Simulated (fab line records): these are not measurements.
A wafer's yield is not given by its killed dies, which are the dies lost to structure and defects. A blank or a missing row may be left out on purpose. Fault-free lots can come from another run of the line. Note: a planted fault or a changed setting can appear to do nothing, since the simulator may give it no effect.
fab line records	flow ritCmos
record: lots: 14	wafers: 42	lastDay: 7
route steps=202 shown NLDD@111
lots that met no fault: from a run of the same line without faults
startH: hours from the record's opening day to when the first of the lot's shown wafers began	waitH: hours from the lot's prior step to this one	" same as the row above	L1.1+2: a row that stands for several wafers	- no value present, or no start provided	* or withheld: withheld	< > ~ a bound
route shown NAME@n: NAME is a module with steps in the file, n the number in the route of the first one	usual: mean/standard deviation of fault-free wafers	same: alike in all rows	chamber/n: place in a boat	sites: the reading at each site	_std_site: the values' standard deviation	_edge_site: mean of outer sites minus mean of inner sites	radiusMm: for every site, how far away it sits from the centre of the wafer	mask NAME#n: copy n	behind: the most recent tool/chamber to have shaped the wafer	hold: why the lot went on hold/how many hours it stayed there/how the hold came to an end	device: which transistor (n, p or np) failed to switch	end of line: tests run on the same wafers once the route is complete	a step given without rows: its recipe and nothing more	killed: count of dies lost to structure and defects at first sort (not the wafer's yield)	map: shows each die of a wafer: x if killed, . if not, _ if none is there
set.NAME: the setting the step ran with; set.NAME@STEP: the setting that earlier step ran with	model.NAME: the simulator's own value behind a step, which no gauge read
steps of the route over a sample of lots; a table a step, a row a wafer
services: from which hour (startH, from the record's first day; less than 0 if before it) a tool's chamber was out of use, for how many hours, and why
== steps ==
step: RIT_NLDD_IMPLANT_08
recipe: species: P	energyKev: 20	doseCm2: 5e+14	tiltDeg: 7
usual: doseIonsCm2: 5e+14/5.1e+11	endStationPressureTorr: 6.3e-06/3.4e-07	faradayCurrentUA: 1576/32
lot.wafer	tool	chamber	startH	waitH	doseIonsCm2	endStationPressureTorr	faradayCurrentUA
L375.1	implanter-01	0	42.39	0.1	5.005e+14	6.3e-06	1571
L375.4	"	0	"	"	5.01e+14	5.8e-06	1592
L375.5	"	0	"	"	5.009e+14	5.4e-06	1580
L377.1	implanter-02	0	53.27	0.1	4.997e+14	6.1e-06	1586
L377.2	"	0	"	"	4.996e+14	6.5e-06	1614
L377.3	"	0	"	"	4.994e+14	6.6e-06	1572
L378.2	implanter-04	0	60.72	0.1	5e+14	6.3e-06	1576
L378.5	"	0	"	"	5e+14	6.8e-06	1553
L378.6	"	0	"	"	4.99e+14	6.8e-06	1632
L379.1	implanter-02	0	63.02	0.1	4.999e+14	6.3e-06	1548
L379.2	"	0	"	"	5e+14	6.2e-06	1613
L379.5	"	0	"	"	4.998e+14	6.5e-06	1604
L380.3	implanter-04	0	66.09	0.1	4.994e+14	5.9e-06	1606
L380.5	"	0	"	"	4.996e+14	6.3e-06	1528
L380.6	"	0	"	"	5.004e+14	6.6e-06	1640
L381.2	implanter-04	0	74.81	0.1	4.996e+14	5.8e-06	1601
L381.3	"	0	"	"	4.987e+14	6.4e-06	1578
L381.5	"	0	"	"	4.994e+14	6.4e-06	1620
L382.1	implanter-02	0	81.90	0.1	4.99e+14	6.9e-06	1586
L382.2	"	0	"	"	5e+14	6.1e-06	1595
L382.5	"	0	"	"	4.994e+14	6.4e-06	1527
L383.1	implanter-04	0	87.03	0.1	4.998e+14	6.4e-06	1602
L383.4	"	0	"	"	4.993e+14	6.2e-06	1590
L383.5	"	0	"	"	4.993e+14	6.8e-06	1560
L384.1	implanter-01	0	89.60	0.1	5.005e+14	6.2e-06	1546
L384.3	"	0	"	"	5.002e+14	6e-06	1524
L384.4	"	0	"	"	5.008e+14	5.9e-06	1589
L385.1	implanter-04	0	94.00	0.1	3.706e+14	5.5e-06	1138
L385.3	"	0	"	"	3.709e+14	5.9e-06	1143
L385.5	"	0	"	"	3.704e+14	6e-06	1210
L388.2	implanter-04	0	109.86	0.1	3.71e+14	5.8e-06	1171
L388.4	"	0	"	"	3.705e+14	5.7e-06	1177
L388.5	"	0	"	"	3.694e+14	5.8e-06	1204
L393.3	implanter-01	0	134.26	0.1	5.002e+14	6.6e-06	1546
L393.4	"	0	"	"	4.999e+14	6e-06	1538
L393.5	"	0	"	"	5.001e+14	6.2e-06	1550
L396.1	implanter-02	0	147.08	0.1	5.013e+14	6e-06	1564
L396.3	"	0	"	"	4.999e+14	6.3e-06	1543
L396.5	"	0	"	"	5.004e+14	5.9e-06	1586
L398.1	implanter-01	0	156.17	0.1	4.996e+14	6.6e-06	1565
L398.2	"	0	"	"	4.998e+14	6e-06	1599
L398.6	"	0	"	"	4.994e+14	6.4e-06	1532
step: RIT_NLDD_TW_MEAS_10
usual: NLDD_TW: 2478/23
lot.wafer	tool	chamber	startH	waitH	NLDD_TW
L375.1	filmMetro-01	-	42.72	0.1	2510
L375.4	"	-	"	"	2493
L375.5	"	-	"	"	2497
L377.1	filmMetro-01	-	53.60	0.1	2487
L377.2	"	-	"	"	2486
L377.3	"	-	"	"	2479
L378.2	filmMetro-03	-	61.03	0.1	2465
L378.5	"	-	"	"	2452
L378.6	"	-	"	"	2462
L379.1	filmMetro-01	-	63.35	0.1	2493
L379.2	"	-	"	"	2500
L379.5	"	-	"	"	2492
L380.3	filmMetro-04	-	66.39	0.1	2489
L380.5	"	-	"	"	2479
L380.6	"	-	"	"	2468
L381.2	filmMetro-01	-	75.12	0.1	2486
L381.3	"	-	"	"	2485
L381.5	"	-	"	"	2495
L382.1	filmMetro-04	-	82.22	0.1	2472
L382.2	"	-	"	"	2489
L382.5	"	-	"	"	2475
L383.1	filmMetro-04	-	87.35	0.1	2485
L383.4	"	-	"	"	2480
L383.5	"	-	"	"	2473
L384.1	filmMetro-03	-	89.93	0.1	2450
L384.3	"	-	"	"	2440
L384.4	"	-	"	"	2444
L385.1	filmMetro-01	-	94.32	0.1	2300
L385.3	"	-	"	"	2293
L385.5	"	-	"	"	2294
L388.2	filmMetro-03	-	110.17	0.1	2260
L388.4	"	-	"	"	2251
L388.5	"	-	"	"	2245
L393.3	filmMetro-03	-	134.55	0.1	2461
L393.4	"	-	"	"	2457
L393.5	"	-	"	"	2451
L396.1	filmMetro-03	-	147.40	0.1	2447
L396.3	"	-	"	"	2458
L396.5	"	-	"	"	2461
L398.1	filmMetro-01	-	156.51	0.1	2505
L398.2	"	-	"	"	2503
L398.6	"	-	"	"	2497
step: RIT_SDANNEAL_RS_MEAS_07
recipe: thkMeasGauge: four-point-probe
usual: NLDD_RS: 151.7/0.59
lot.wafer	tool	chamber	startH	waitH	NLDD_RS[ohm/sq]
L375.1	filmMetro-04	-	50.56	0.1	151.3
L375.4	"	-	"	"	151.9
L375.5	"	-	"	"	151.9
L377.1	filmMetro-04	-	61.75	0.1	151.5
L377.2	"	-	"	"	151.7
L377.3	"	-	"	"	151.7
L378.2	filmMetro-01	-	69.24	0.1	150.9
L378.5	"	-	"	"	151.3
L378.6	"	-	"	"	151.4
L379.1	filmMetro-01	-	71.22	0.1	150.6
L379.2	"	-	"	"	150.6
L379.5	"	-	"	"	150.8
L380.3	filmMetro-03	-	74.44	0.1	151.0
L380.5	"	-	"	"	151.3
L380.6	"	-	"	"	150.7
L381.2	filmMetro-01	-	83.50	0.1	150.8
L381.3	"	-	"	"	151.6
L381.5	"	-	"	"	151.1
L382.1	filmMetro-01	-	90.10	0.1	151.0
L382.2	"	-	"	"	150.8
L382.5	"	-	"	"	150.6
L383.1	filmMetro-01	-	95.22	0.1	151.6
L383.4	"	-	"	"	151.4
L383.5	"	-	"	"	151.4
L384.1	filmMetro-03	-	97.73	0.1	151.6
L384.3	"	-	"	"	152.3
L384.4	"	-	"	"	151.9
L385.1	filmMetro-03	-	102.39	0.1	193.5
L385.3	"	-	"	"	195.0
L385.5	"	-	"	"	194.5
L388.2	filmMetro-03	-	119.00	0.1	194.8
L388.4	"	-	"	"	194.3
L388.5	"	-	"	"	194.5
L393.3	filmMetro-03	-	143.60	0.1	152.1
L393.4	"	-	"	"	151.9
L393.5	"	-	"	"	152.1
L396.1	filmMetro-03	-	155.42	0.1	151.8
L396.3	"	-	"	"	151.2
L396.5	"	-	"	"	151.2
L398.1	filmMetro-01	-	164.83	0.1	152.1
L398.2	"	-	"	"	152.5
L398.6	"	-	"	"	152.1
== services ==
tool	chamber	startH	hours	kind
implanter-02	-	23.10	1.3	repair
implanter-01	-	67.17	1.5	repair
implanter-01	-	70.49	13.5	repair
implanter-04	-	103.32	1.2	repair
== key ==
firstSign: step: RIT_NLDD_IMPLANT_08	reading: doseIonsCm2	direction: down	sigmas: 99+	usual: 5e+14	struck: 3.705e+14
effect: step: RIT_NLDD_IMPLANT_08	reading: faradayCurrentUA	direction: down	sigmas: 13	usual: 1576	struck: 1174
effect: step: RIT_NLDD_TW_MEAS_10	reading: NLDD_TW	direction: down	sigmas: 8.8	usual: 2478	struck: 2274
effect: step: RIT_SDANNEAL_RS_MEAS_07	reading: NLDD_RS	direction: up	sigmas: 73	usual: 151.7	struck: 194.4
metAt RIT_NLDD_IMPLANT_08
struckLots L385,L388
testerLeftOut L385,L388
onsetBetween 87.03 94.00
fault: kind: processParameterDrift	tool: implanter-04	chamber: -	onsetH: 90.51	steps: RIT_NLDD_IMPLANT_08	channel: doseCm2	offset: -1.296e+14	shape: step	endH: 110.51	actsIn: theseRecipesOnly	stated: 5e+14
testerLeftOut: of these lots the tester's yield and bins aren't shown, on N5 and GAA mostly nor the transistor test; their killed dies are dies lost to structure and defects alone, not to doping, threshold or leakage, so they don't give the yield
